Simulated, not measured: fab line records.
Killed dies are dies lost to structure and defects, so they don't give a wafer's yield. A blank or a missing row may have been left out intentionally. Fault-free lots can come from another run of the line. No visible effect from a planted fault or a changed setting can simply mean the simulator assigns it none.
Which of the tools did it? + flow ritCmos + route of 202 steps, sampled at 1 step: 7 lots, 21 wafers

== WHAT THE GAUGES READ, wafer by wafer ==
RIT_GATE_OVL_MEAS_17.
| lot  | measured    | on         | GATE_OVL (nm)  |
|------|-------------|------------|----------------|
| L980 | day 2 20:46 | overlay-02 | -1.1 -0.3 -2.0 |
| L982 | day 3 04:28 | overlay-02 | -0.5 -1.6 0.1  |
| L984 | day 3 15:14 | overlay-02 | -0.8 0.3 -0.1  |
| L987 | day 4 05:22 | overlay-02 | -0.8 -1.9 0.5  |
| L997 | day 6 14:40 | overlay-02 | -0.4 -1.1 -1.6 |
| L100 | day 7 09:52 | overlay-01 | -0.4 1.1 -1.6  |
| L101 | day 7 10:22 | overlay-02 | -1.5 -1.9 -2.3 |

== WHICH TOOL RAN EACH LOT (tool, then ch and the chambers of the sampled wafers, then the start) ==
The record shows no process step preceding these readings.

== THE ANSWER, worked out from the rows above alone ==
Rule: what is usual is taken from the lots themselves. Put in order of their means at a reading, lots are off if they are a third of the lots or fewer, leave a main group of 4 or more, and stand apart from it by a gap of 3 or more times the standard deviation of the main group's means; of several such gaps the widest counts. The tables above print the reading to a certain number of digits; a main group whose means all agree to those digits is not used. A lot without any number at a reading at which 4 lots or more have one is off too. Where the step has rows for the other lots, those lots are counted as sound.
No lot is off on any of the readings shown, so nothing can be concluded from this.

== WHAT THE SIMULATOR HAD INSERTED ==
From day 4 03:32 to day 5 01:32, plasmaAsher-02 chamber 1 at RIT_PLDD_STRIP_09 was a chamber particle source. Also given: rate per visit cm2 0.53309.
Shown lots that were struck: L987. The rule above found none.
